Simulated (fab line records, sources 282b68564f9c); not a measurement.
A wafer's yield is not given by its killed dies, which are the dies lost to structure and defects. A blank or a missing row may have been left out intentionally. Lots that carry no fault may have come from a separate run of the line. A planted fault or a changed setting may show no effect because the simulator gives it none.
fab line records	flow rit-cmos
record: lots: 6	wafers: 18	last-day: 6
route steps=202 shown SILICIDE@161 CONTACT@168 M1@202
lots with no fault: from the same line, run without faults
start-h: hours from the record's first day to the start of the lot's first wafer shown	wait-h: hours from the lot's prior step to this one	" the same as in the row above	L1.1+2: a row that stands for several wafers	- no value, or no start was given	* or withheld: withheld	< > ~ a bound
route shown NAME@n: names a module that has steps shown in the file, with the first one's number in the route	usual: the fault-free wafers' mean and standard deviation	same: alike in all rows	chamber/n: place in a boat	sites: per-site readings	_std_site: the standard deviation of these	_edge_site: the outer-site mean with the inner-site mean subtracted	radius-mm: how far each site lies from the wafer's centre	mask NAME#n: copy n	behind: the last tool/chamber to shape the wafer	hold: cause of the lot's hold/its duration in hours/its outcome	device: names the non-switching transistor (n, p or np)	end of line: tests run on the same wafers once the route is complete	for a step that has no rows: nothing shown but its recipe	killed: not the wafer's yield, but the dies lost to structure and defects at the first sort	map: a wafer's dies, x killed, . not, _ none there
set.NAME: the setting that was run; set.NAME@STEP: the one run at that earlier step	model.NAME: the simulator's own value behind a step, which no gauge read
lots at selected steps of the route; one table per step, one row per wafer
services: a tool's chamber out of use, with start hour (start-h, from the record's first day; less than 0 if before it), hours out, and reason
== steps ==
step: RIT_SILICIDE_WET_ETCH_00
recipe: chemistry: BOE	target: SiO2	target-depth-nm: 14	time-s: 15	dry: n2-spin	dilution: 10:1	temp-c: 21.5
step: RIT_SILICIDE_SPUTTER_01
recipe: material: Ti	target-thk-nm: 30	power-w: 350	chamber-pressure-pa: 0.667	gas: Ar	time-s: 240	substrate-temp-c: 25
usual: cathode-dc-power-W: 350.00/0.065	throttle-valve-pct: 29.8/1.2
same: time-s: 240
lot.wafer	tool	chamber	start-h	wait-h	cathode-dc-power-W	throttle-valve-pct
L497.2	pvd-sputter-02	-	50.54	0.0	350.00	29.0
L497.3	"	-	"	"	349.96	29.6
L497.6	"	-	"	"	349.90	29.0
L504.3	pvd-sputter-03	-	87.71	0.0	350.04	27.5
L504.4	"	-	"	"	349.97	32.6
L504.6	"	-	"	"	349.99	32.8
L509.1	pvd-sputter-02	-	114.03	0.0	350.03	29.8
L509.3	"	-	"	"	349.92	29.1
L509.6	"	-	"	"	349.95	29.3
L512.1	pvd-sputter-01	-	135.38	0.0	350.09	32.2
L512.2	"	-	"	"	350.00	29.2
L512.6	"	-	"	"	349.94	29.8
L513.2	pvd-sputter-02	-	135.44	0.0	350.03	28.9
L513.4	"	-	"	"	349.93	30.3
L513.6	"	-	"	"	350.07	29.0
L514.1	pvd-sputter-01	-	141.78	0.0	349.99	29.0
L514.3	"	-	"	"	350.02	29.6
L514.5	"	-	"	"	350.00	32.1
step: RIT_SILICIDE_RS_MEAS_02
recipe: thk-meas-gauge: four-point-probe	reads: Ti_of_SILICIDE_SPUTTER_01
usual: SILICIDE_TI_RS: 47.9/0.74
lot.wafer	tool	chamber	start-h	wait-h	SILICIDE_TI_RS[ohm/sq]
L497.2	film-metro-03	-	50.71	0.1	48.3
L497.3	"	-	"	"	49.7
L497.6	"	-	"	"	48.5
L504.3	film-metro-04	-	87.90	0.1	47.7
L504.4	"	-	"	"	47.5
L504.6	"	-	"	"	47.6
L509.1	film-metro-04	-	114.18	0.1	47.2
L509.3	"	-	"	"	46.5
L509.6	"	-	"	"	46.6
L512.1	film-metro-03	-	135.53	0.1	47.0
L512.2	"	-	"	"	47.4
L512.6	"	-	"	"	47.7
L513.2	film-metro-04	-	135.62	0.1	46.5
L513.4	"	-	"	"	47.2
L513.6	"	-	"	"	46.8
L514.1	film-metro-04	-	141.93	0.1	48.4
L514.3	"	-	"	"	47.8
L514.5	"	-	"	"	47.4
step: RIT_SILICIDE_THK_MEAS_03
recipe: thk-meas-gauge: xrf	reads: Ti_of_SILICIDE_SPUTTER_01
usual: SILICIDE_TI_THK: 30.0/0.37
lot.wafer	tool	chamber	start-h	wait-h	SILICIDE_TI_THK[nm]
L497.2	film-metro-03	-	50.82	0.1	29.9
L497.3	"	-	"	"	29.2
L497.6	"	-	"	"	29.8
L504.3	film-metro-04	-	88.00	0.1	30.3
L504.4	"	-	"	"	30.5
L504.6	"	-	"	"	30.1
L509.1	film-metro-04	-	114.30	0.1	30.4
L509.3	"	-	"	"	30.7
L509.6	"	-	"	"	30.7
L512.1	film-metro-03	-	135.65	0.1	30.7
L512.2	"	-	"	"	30.5
L512.6	"	-	"	"	30.3
L513.2	film-metro-04	-	135.73	0.1	30.6
L513.4	"	-	"	"	30.5
L513.6	"	-	"	"	30.7
L514.1	film-metro-04	-	142.05	0.1	29.8
L514.3	"	-	"	"	30.2
L514.5	"	-	"	"	30.3
step: RIT_SILICIDE_RTA_04
recipe: temp-c: 650	time-s: 10	idle-temp-c: 25	ramp-up-s: 5	ramp-down-s: 5	cool-to-c: 25	ambient: N2
usual: wafer_temp_C_max: 653.5/0.71
same: time-s: 10
lot.wafer	tool	chamber	start-h	wait-h	wafer_temp_C_max
L497.2	rtp-anneal-01	0	50.88	0.1	655.3
L497.3	"	0	"	"	654.5
L497.6	"	0	"	"	653.5
L504.3	rtp-anneal-02	0	88.06	0.1	653.1
L504.4	"	0	"	"	654.5
L504.6	"	0	"	"	652.9
L509.1	rtp-anneal-01	0	114.36	0.1	653.2
L509.3	"	0	"	"	652.7
L509.6	"	0	"	"	652.3
L512.1	rtp-anneal-01	0	135.71	0.1	653.5
L512.2	"	0	"	"	653.9
L512.6	"	0	"	"	652.7
L513.2	rtp-anneal-02	0	135.79	0.1	652.5
L513.4	"	0	"	"	653.3
L513.6	"	0	"	"	652.9
L514.1	rtp-anneal-02	0	142.11	0.1	654.7
L514.3	"	0	"	"	653.3
L514.5	"	0	"	"	653.7
step: RIT_SILICIDE_WET_ETCH_05
recipe: chemistry: SPM	target: Ti	temp-c: 90	time-s: 120	dry: n2-spin
step: RIT_SILICIDE_RTA_06
recipe: temp-c: 750	time-s: 10	idle-temp-c: 25	ramp-up-s: 5	ramp-down-s: 10	cool-to-c: 25	ambient: N2
usual: wafer_temp_C_max: 753.8/0.79
same: time-s: 10
lot.wafer	tool	chamber	start-h	wait-h	wafer_temp_C_max
L497.2	rtp-anneal-02	0	50.99	0.0	754.7
L497.3	"	0	"	"	753.7
L497.6	"	0	"	"	754.7
L504.3	rtp-anneal-01	0	88.17	0.0	753.7
L504.4	"	0	"	"	753.6
L504.6	"	0	"	"	753.5
L509.1	rtp-anneal-02	0	114.47	0.0	752.3
L509.3	"	0	"	"	753.4
L509.6	"	0	"	"	753.3
L512.1	rtp-anneal-01	0	135.82	0.0	752.9
L512.2	"	0	"	"	753.9
L512.6	"	0	"	"	753.1
L513.2	rtp-anneal-02	0	135.90	0.0	753.3
L513.4	"	0	"	"	753.6
L513.6	"	0	"	"	753.1
L514.1	rtp-anneal-01	0	142.21	0.0	754.8
L514.3	"	0	"	"	754.1
L514.5	"	0	"	"	754.3
step: RIT_CONTACT_CVD_00
recipe: material: SiO2	target-thk-nm: 400	precursor: TEOS	temp-c: 390	time-s: 61	rf-w: 400
usual: heater-power-w: 308/63
same: time-s: 61
lot.wafer	tool	chamber	start-h	wait-h	heater-power-w
L497.2	pecvd-04	1	51.05	0.0	283
L497.3	"	0	"	"	317
L497.6	"	0	"	"	334
L504.3	pecvd-02	2	88.21	0.0	424
L504.4	"	0	"	"	262
L504.6	"	2	"	"	432
L509.1	pecvd-04	2	114.53	0.1	377
L509.3	"	1	"	"	287
L509.6	"	2	"	"	381
L512.1	pecvd-04	2	135.89	0.1	369
L512.2	"	1	"	"	270
L512.6	"	1	"	"	300
L513.2	pecvd-02	2	135.96	0.0	352
L513.4	"	0	"	"	213
L513.6	"	2	"	"	371
L514.1	pecvd-03	0	142.28	0.1	226
L514.3	"	1	"	"	352
L514.5	"	2	"	"	329
step: RIT_CONTACT_THK_MEAS_01
recipe: reads: SiO2_of_CONTACT_CVD_00
usual: CONTACT_TEOS_THK: 400/5.5
lot.wafer	tool	chamber	start-h	wait-h	CONTACT_TEOS_THK[nm]
L497.2	film-metro-01	-	51.11	0.0	398
L497.3	"	-	"	"	397
L497.6	"	-	"	"	406
L504.3	film-metro-01	-	88.28	0.0	387
L504.4	"	-	"	"	399
L504.6	"	-	"	"	394
L509.1	film-metro-03	-	114.59	0.0	403
L509.3	"	-	"	"	395
L509.6	"	-	"	"	405
L512.1	film-metro-01	-	135.97	0.1	396
L512.2	"	-	"	"	398
L512.6	"	-	"	"	405
L513.2	film-metro-02	-	136.02	0.0	395
L513.4	"	-	"	"	401
L513.6	"	-	"	"	399
L514.1	film-metro-01	-	142.33	0.0	404
L514.3	"	-	"	"	404
L514.5	"	-	"	"	402
step: RIT_CONTACT_HMDS_02
recipe: prime-time-s: 60	prime-temp-c: 140
step: RIT_CONTACT_COAT_03
recipe: resist: NOVOLAK	spin-rpm: 3250	resist-thk-nm: 1000
step: RIT_CONTACT_SOFTBAKE_04
recipe: resist: NOVOLAK	temp-c: 90	time-s: 60
step: RIT_CONTACT_EXPOSE_05
recipe: mask-id: M11	na: 0.6	source-shape: conventional	sigma-outer: 0.5	target-cd-nm: 1000	dose-mj: 250
same: na: 0.6
lot.wafer	tool	chamber	start-h	wait-h	mask	model.CONTACT.overlay-x-nm
L497.2+3+6	iline-stepper-01	0	51.69	0.1	M11#0	-0.01084
L504.3+4+6	iline-stepper-02	0	88.94	0.2	M11#0	0.6859
L509.1+3+6	iline-stepper-01	0	115.22	0.2	M11#0	241.5
L512.1+2+6	iline-stepper-01	0	136.60	0.2	M11#0	240.3
L513.2+4+6	iline-stepper-02	0	136.86	0.4	M11#0	1.952
L514.1+3+5	iline-stepper-02	0	142.84	0.1	M11#0	0.9931
step: RIT_CONTACT_PEB_06
recipe: resist: NOVOLAK	temp-c: withheld	time-s: withheld
step: RIT_CONTACT_DEVELOP_07
recipe: resist: NOVOLAK	develop-time-s: 120	dev-temp-c: 23
step: RIT_CONTACT_CD_MEAS_08
recipe: target-cd-nm: 1000
usual: cd-nm: 1000.3/2.2
lot.wafer	tool	chamber	start-h	wait-h	cd-nm
L497.2	cd-sem-01	-	52.31	-	997.8
L497.3	"	-	"	"	999.5
L497.6	"	-	"	"	997.8
L504.3	cd-sem-02	-	89.46	-	997.8
L504.4	"	-	"	"	995.5
L504.6	"	-	"	"	999.0
L509.1	cd-sem-01	-	115.74	-	1002.5
L509.3	"	-	"	"	1004.5
L509.6	"	-	"	"	1002.3
L512.1	cd-sem-01	-	137.12	-	998.0
L512.2	"	-	"	"	997.1
L512.6	"	-	"	"	997.2
L513.2	cd-sem-02	-	137.38	-	1002.6
L513.4	"	-	"	"	1003.7
L513.6	"	-	"	"	1002.4
L514.1	cd-sem-02	-	143.36	-	1000.4
L514.3	"	-	"	"	999.7
L514.5	"	-	"	"	998.8
step: RIT_CONTACT_OVL_MEAS_09
usual: CONTACT_OVL: -0.2/1.4
lot.wafer	tool	chamber	start-h	wait-h	CONTACT_OVL[nm]
L497.2	overlay-02	-	52.42	0.1	0.2
L497.3	"	-	"	"	1.0
L497.6	"	-	"	"	0.6
L504.3	overlay-01	-	89.55	0.1	0.5
L504.4	"	-	"	"	-0.9
L504.6	"	-	"	"	0.0
L509.1	overlay-02	-	115.86	0.1	241.4
L509.3	"	-	"	"	240.2
L509.6	"	-	"	"	240.1
L512.1	overlay-02	-	137.24	0.1	238.9
L512.2	"	-	"	"	238.3
L512.6	"	-	"	"	236.9
L513.2	overlay-02	-	137.48	0.1	-1.2
L513.4	"	-	"	"	0.1
L513.6	"	-	"	"	-0.6
L514.1	overlay-01	-	143.48	0.1	0.3
L514.3	"	-	"	"	1.2
L514.5	"	-	"	"	1.2
step: RIT_CONTACT_HARDBAKE_10
recipe: resist: NOVOLAK	temp-c: 140	time-s: 60
step: RIT_M1_PROBE_99
usual: killed-at-front-end: 7/3	killed-dies: 7/3.1	killed-open: 3.3/2.1	killed-short: 3.3/2
same: gross-dies: 264	killed_at_M0_to_M3: 0	killed_at_M4_up: 0	killed-at-back-side: 0	killed-at-contacts: 0	killed-at-other: 0
lot.wafer	tool	chamber	start-h	wait-h	killed-at-front-end	killed-dies	killed-open	killed-short	model.etest.contact-to-gate.short	model.etest.contact-to-gate.over-limit	model.etest.nmos_0p15.junction-log10-a-um	model.etest.nmos-narrow.off-log10-a-um	model.etest.gate-end-array.leak-log10-a-um	model.etest.nmos_0p3.off-log10-a-um	model.etest.pmos_0p15.junction-log10-a-um	model.etest.contact-diode-array.leak-log10-a
L497.2	prober-02	-	58.72	0.1	11	11	6	5	0	0	-13.54	-13.13	-13.03	-13.04	-13.74	-9.295
L497.3	prober-02	-	58.77	0.2	7	7	5	2	0	0	-13.6	-13.07	-12.74	-12.96	-13.93	-9.531
L497.6	prober-02	-	58.92	0.2	14	14	6	8	0	0	-13.76	-13.06	-12.89	-13.09	-13.79	-9.279
L504.3	prober-01	-	95.22	0.2	4	4	2	2	0	0	-13.5	-13.22	-12.78	-12.97	-13.84	-9.575
L504.4	prober-01	-	95.27	0.2	5	5	2	3	0	0	-13.65	-13.22	-13.01	-13.12	-13.79	-9.568
L504.6	prober-01	-	95.37	0.2	7	7	4	3	0	0	-13.53	-13.47	-12.94	-13.18	-13.75	-9.619
L509.1	prober-02	-	122.49	0.1	5	5	1	4	1	1	-12.72	-12.68	-12.49	-12.68	-13.53	-9.165
L509.3	prober-02	-	122.59	0.2	5	5	2	3	1	1	-12.65	-12.64	-12.32	-12.58	-13.49	-9.004
L509.6	prober-02	-	122.74	0.2	8	8	6	2	1	1	-12.89	-12.79	-12.53	-12.76	-13.61	-9.334
L512.1	prober-01	-	143.67	0.1	6	6	4	2	1	1	-12.79	-12.71	-12.47	-12.7	-13.57	-9.201
L512.2	prober-01	-	143.72	0.1	6	6	3	3	1	1	-12.81	-12.78	-12.57	-12.64	-13.54	-9.237
L512.6	prober-01	-	143.92	0.2	1	1	1	0	1	1	-12.92	-12.92	-12.67	-12.84	-13.6	-9.167
L513.2	prober-02	-	143.72	0.1	3	3	2	1	0	0	-13.47	-13.16	-12.93	-13.1	-13.72	-9.616
L513.4	prober-02	-	143.82	0.2	5	5	3	2	0	0	-13.45	-13.48	-13.05	-13.25	-13.9	-9.302
L513.6	prober-02	-	143.92	0.2	10	10	7	3	0	0	-13.55	-13.33	-13.17	-13.26	-13.86	-9.573
L514.1	prober-01	-	148.64	0.1	3	3	2	1	0	0	-13.54	-13.23	-12.85	-13.12	-13.82	-9.54
L514.3	prober-01	-	148.74	0.2	4	4	2	2	0	0	-13.36	-13.18	-12.78	-12.97	-13.86	-9.521
L514.5	prober-01	-	148.84	0.2	6	6	4	2	0	0	-13.47	-13.15	-12.89	-13.02	-13.89	-9.377
killed by level:class
L497.2 GATE:geometric-particle:open=4 GATE:geometric-particle:short=3 FOX1:geometric-particle:short=1 REOX:geometric-particle:short=1 REOX:geometric-particle:open=1 SPACER:geometric-particle:open=1
L497.3 GATE:geometric-particle:open=4 GATE:geometric-particle:short=2 REOX:geometric-particle:open=1
L497.6 GATE:geometric-particle:open=5 GATE:geometric-particle:short=4 SPACER:geometric-particle:short=3 SILICIDE:geometric-particle:short=1 SILICIDE:geometric-particle:open=1
L504.3 ACTIVE:geometric-particle:open=1 FOX1:geometric-particle:open=1 FOX1:geometric-particle:short=1 GATE:geometric-particle:short=1
L504.4 GATE:geometric-particle:short=2 FOX2:geometric-particle:open=1 REOX:geometric-particle:short=1 SILICIDE:geometric-particle:open=1
L504.6 GATE:geometric-particle:open=3 GATE:geometric-particle:short=1 SPACER:geometric-particle:short=1 SILICIDE:geometric-particle:open=1 SILICIDE:geometric-particle:short=1
L509.1 GATE:geometric-particle:short=2 REOX:geometric-particle:short=1 SPACER:geometric-particle:short=1 SILICIDE:geometric-particle:open=1
L509.3 FOX1:geometric-particle:short=2 GATE:geometric-particle:open=2 FOX2:geometric-particle:short=1
L509.6 REOX:geometric-particle:open=4 FOX1:geometric-particle:open=2 GATE:geometric-particle:short=1 REOX:geometric-particle:short=1
L512.1 GATE:geometric-particle:short=2 GATE:geometric-particle:open=2 REOX:geometric-particle:open=1 SPACER:geometric-particle:open=1
L512.2 GATE:geometric-particle:open=2 SILICIDE:geometric-particle:short=2 GATE:geometric-particle:short=1 REOX:geometric-particle:open=1
L513.2 FOX1:geometric-particle:open=1 GATE:geometric-particle:short=1 SILICIDE:geometric-particle:open=1
L513.4 SILICIDE:geometric-particle:open=2 GATE:geometric-particle:open=1 GATE:geometric-particle:short=1 SILICIDE:geometric-particle:short=1
L512.6 GATE:geometric-particle:open=1
L513.6 REOX:geometric-particle:open=3 REOX:geometric-particle:short=2 FOX1:geometric-particle:open=1 FOX2:geometric-particle:open=1 GATE:geometric-particle:open=1 SILICIDE:geometric-particle:open=1 SILICIDE:geometric-particle:short=1
L514.1 FOX1:geometric-particle:open=1 SPACER:geometric-particle:open=1 SILICIDE:geometric-particle:short=1
L514.3 GATE:geometric-particle:open=2 REOX:geometric-particle:short=1 SILICIDE:geometric-particle:short=1
L514.5 SPACER:geometric-particle:open=2 FOX1:geometric-particle:open=1 FOX2:geometric-particle:short=1 GATE:geometric-particle:open=1 GATE:geometric-particle:short=1
== services ==
tool	chamber	start-h	hours	kind
pecvd-04	-	30.47	5.5	pm
iline-stepper-02	-	36.43	1.7	pm
pvd-sputter-01	-	37.12	2.3	repair
pecvd-03	0	39.16	3.7	repair
pvd-sputter-03	-	39.20	1.2	repair
pvd-sputter-01	-	57.96	2.7	repair
pvd-sputter-01	-	59.34	0.9	repair
pecvd-04	1	67.76	16.9	repair
pecvd-04	-	76.65	2.8	pm
iline-stepper-01	-	96.99	1.7	pm
pvd-sputter-02	-	98.57	2.1	repair
rtp-anneal-01	-	109.23	1.1	pm
pecvd-02	-	112.92	1.3	repair
pecvd-04	0	131.66	23.4	repair
pecvd-04	1	136.29	8.5	repair
pecvd-02	-	137.32	1.8	repair
== key ==
first-sign: step: RIT_CONTACT_OVL_MEAS_09	reading: CONTACT_OVL	direction: up	sigmas: 99+	usual: -0.2	struck: 239.3
effect none on later readings
model-effect: step: RIT_CONTACT_EXPOSE_05	value: CONTACT.overlay-x-nm	without: 0.8967	struck: 240.9
model-effect: step: RIT_M1_PROBE_99	value: etest.contact-to-gate.short	without: 0	struck: 1
met-at RIT_CONTACT_EXPOSE_05
struck-wafers L509.1,L509.3,L509.6,L512.1,L512.2,L512.6
tester-left-out L509,L512
onset-between 51.69 115.22
also-fits RIT_SILICIDE_RTA_04:rtp-anneal-01,RIT_CONTACT_CVD_00:pecvd-04
fault: kind: scanner-matching-overlay	tool: iline-stepper-01	chamber: -	onset-h: 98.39	steps: RIT_CONTACT_EXPOSE_05	offset: 240
tester-left-out: of these lots the tester's yield and bins aren't shown, on N5 and GAA mostly nor the transistor test; their killed dies are dies lost to structure and defects alone, not to doping, threshold or leakage, so they don't give the yield
